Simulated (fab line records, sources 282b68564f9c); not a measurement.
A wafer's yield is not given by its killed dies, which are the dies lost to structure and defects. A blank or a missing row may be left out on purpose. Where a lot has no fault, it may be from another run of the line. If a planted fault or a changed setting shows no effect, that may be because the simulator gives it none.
Which of the tools did it?	flow rit_cmos	Sampling: 7 lots, 21 wafers, 2 of 202 route steps

## WHAT EACH GAUGE READ, for each wafer
RIT_FOX2_THK_MEAS_01.
lot	measured	on	FOX2_OXIDE_THK (nm)
L893	day 1 23:55	film_metro-01	352 351 355
L895	day 2 11:11	film_metro-02	353 350 348
L897	day 2 20:36	film_metro-02	356 355 356
L899	day 3 11:55	film_metro-02	349 351 345
L902	day 4 02:44	film_metro-03	357 354 355
L906	day 4 20:56	film_metro-03	277 271 269
L915	day 6 14:18	film_metro-03	341 341 342

## TOOL THAT RAN EACH LOT (tool first, then ch and the chambers of the sampled wafers, then the start)
lot	RIT_FOX2_OXIDATION_00
L893	furnace-03 ch 0, day 1 22:36
L895	furnace-01 ch 0, day 2 09:53
L897	furnace-03 ch 0, day 2 19:17
L899	furnace-04 ch 0, day 3 10:35
L902	furnace-03 ch 0, day 4 01:24
L906	furnace-03 ch 0, day 4 19:37
L915	furnace-01 ch 0, day 6 12:58
- RIT_FOX2_OXIDATION_00: target thk 350.7 nm, ox time 1130 s.

## THE ANSWER, worked out from the rows above alone
Rule: usual is defined by the lots themselves. The widest of any qualifying gaps counts: lots, ordered by their means at a reading, are off when they make up no more than a third of the lots, leave a main group of 4 or more, and stand apart from it by 3 or more times the standard deviation of that group's means. The tables above print the reading to a certain number of digits; a main group whose means all agree to those digits is not used. A lot without any number at a reading at which 4 lots or more have one is off too. All remaining lots with rows at the step are treated as sound.
Off: L906, seen at RIT_FOX2_THK_MEAS_01 (FOX2_OXIDE_THK). For the main group the mean is 351 nm and the standard deviation 4.9.
If a tool, at a process step before that reading, ran all the lots that are off and no sound lot after the first of them, it fits. Gauges at RIT_FOX2_THK_MEAS_01: tried the same way as those tools. One fits: furnace-03 at RIT_FOX2_OXIDATION_00. A fault onset in the window from L902 (day 4 01:24, its last sound lot) to L906 (day 4 19:37, its first lot off) fits.

## WHAT THE SIMULATOR HAD INSERTED
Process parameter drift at RIT_FOX2_OXIDATION_00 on furnace-03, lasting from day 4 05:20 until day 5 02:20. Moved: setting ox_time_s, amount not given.
Struck lots among those shown: L906. This agrees with what the rule above found.
